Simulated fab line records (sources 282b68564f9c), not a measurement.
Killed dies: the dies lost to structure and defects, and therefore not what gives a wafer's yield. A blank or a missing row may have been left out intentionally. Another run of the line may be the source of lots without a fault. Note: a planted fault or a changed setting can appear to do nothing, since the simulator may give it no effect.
One fault through the eyes of 2 desks / flow rit-cmos / what lay behind the numbers comes last; until then each desk has only its own

FROM THE METROLOGY DESK
What the gauges read for every lot (on any tool): the sampled wafers with a number, averaged. Marked OUT: a lot whose mean sits more than 4 standard deviations from the usual mean, which makes it out of limits; the brackets give that distance.
Columns: A = ACTIVE_OXIDE_THK at RIT_ACTIVE_THK_MEAS_02, usual 46.7 nm; B = CONTACT_OVL at RIT_CONTACT_OVL_MEAS_09, usual -0.3 nm; C = cd-nm at RIT_M1_CD_MEAS_09, usual 2600.8 nm; D = M1_OVL at RIT_M1_OVL_MEAS_10, usual -0.4 nm
lot=L579; first seen here=day 1 17:03; A=44.8; B=-0.8; C=2599.4; D=-1.1
lot=L580; first seen here=day 1 22:04; A=49.0; B=-1.3; C=2602.4; D=-0.4
lot=L581; first seen here=day 2 03:16; A=48.1; B=0.5; C=2603.1; D=0.8
lot=L582; first seen here=day 2 12:05; A=47.9; B=-0.8; C=2598.4; D=0.1
lot=L583; first seen here=day 2 14:47; A=45.2; B=-2.2; C=2597.4; D=-0.9
lot=L585; first seen here=day 3 00:11; A=45.2; B=-0.4; C=2600.7; D=-3.4
lot=L589; first seen here=day 3 19:14; A=48.4; B=-2.7; C=2599.2; D=1.4
lot=L590; first seen here=day 4 00:04; A=38.2 (-6.0) OUT; B=0.5; C=2601.2; D=-0.3
lot=L592; first seen here=day 4 10:17; A=37.7 (-6.4) OUT; B=-0.3; C=2599.8; D=-1.0
lot=L593; first seen here=day 4 15:08; A=44.6; B=0.5; C=2603.4; D=1.3
lot=L594; first seen here=day 4 20:17; A=46.1; B=1.6; C=2605.9; D=-1.6
lot=L596; first seen here=day 5 06:03; A=46.0; B=0.1; C=2601.9; D=1.4
lot=L599; first seen here=day 5 21:04; A=45.4; B=0.2; C=2600.3; D=-1.1
lot=L600; first seen here=day 6 02:03; A=45.1; B=0.3; C=2600.5; D=-0.5
Per this desk, out of limits: L590, L592; the first was L590, day 4 00:04 (ACTIVE_OXIDE_THK at RIT_ACTIVE_THK_MEAS_02). L579, L580, L581, L582, L583, L585, L589, L593, L594, L596, L599, L600 stayed within limits.

AT THE TOOL OWNER'S DESK: furnace-01
The tool's own readings at RIT_ACTIVE_OXIDATION_01 (target thk 46.8 nm, ox time 3360 s): means of the sampled wafers that have a number, for each lot that ran on this tool. Marked OUT: a lot whose mean sits more than 4 standard deviations from the usual mean, which makes it out of limits; the brackets give that distance.
Columns: A = spike-tc-centre-C at RIT_ACTIVE_OXIDATION_01, usual 1002.4 C; B = spike-tc-load-C at RIT_ACTIVE_OXIDATION_01, usual 1026 C; C = spike-tc-source-C at RIT_ACTIVE_OXIDATION_01, usual 1025.3 C; D = tube-center-temp-C at RIT_ACTIVE_OXIDATION_01, usual 1000 C; E = tube_center_temp_C_max at RIT_ACTIVE_OXIDATION_01, usual 1002.5; F = zone-power-centre-pct at RIT_ACTIVE_OXIDATION_01, usual 45 %; G = zone-power-source-pct at RIT_ACTIVE_OXIDATION_01, usual 33 %
lot=L580; first seen here=day 1 20:07; A=1001.3; B=1025; C=1024.1; D=1000; E=1002.9; F=41; G=29
lot=L581; first seen here=day 2 01:20; A=1001.7; B=1026; C=1023.6; D=1000; E=1002.6; F=41; G=29
lot=L582; first seen here=day 2 10:09; A=1002.6; B=1027; C=1024.0; D=1000; E=1002.6; F=40; G=29
lot=L589; first seen here=day 3 17:17; A=1002.2; B=1027; C=1022.7; D=1000; E=1002.3; F=40; G=29
lot=L590; first seen here=day 3 22:07; A=977.9 (-22) OUT; B=1001 (-6.9) OUT; C=998.2 (-10) OUT; D=975 (-99 or more) OUT; E=977.2 (-67) OUT; F=39; G=27
lot=L592; first seen here=day 4 08:21; A=976.8 (-23) OUT; B=1001 (-7.0) OUT; C=998.4 (-10) OUT; D=975 (-99 or more) OUT; E=977.5 (-66) OUT; F=40; G=27
This desk finds L590, L592 out of limits, L590 being first, at day 3 22:07 (spike-tc-centre-C at RIT_ACTIVE_OXIDATION_01). L580, L581, L582, L589 stayed within limits.

BROUGHT TOGETHER
An alarm could have come from the tool owner's desk at day 3 22:07, on L590, L592.
On L590, L592, the metrology desk was in a position to raise an alarm at day 4 00:04.
Every lot named ran RIT_ACTIVE_OXIDATION_01 on furnace-01.

WHAT WAS PUT IN BY THE SIMULATOR
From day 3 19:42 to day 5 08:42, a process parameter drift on furnace-01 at RIT_ACTIVE_OXIDATION_01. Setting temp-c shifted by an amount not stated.
Shown lots that were struck: L590, L592.
Time in hours from fault onset to the first out-of-limits reading at each desk: tool owner's desk 2, metrology desk 4.
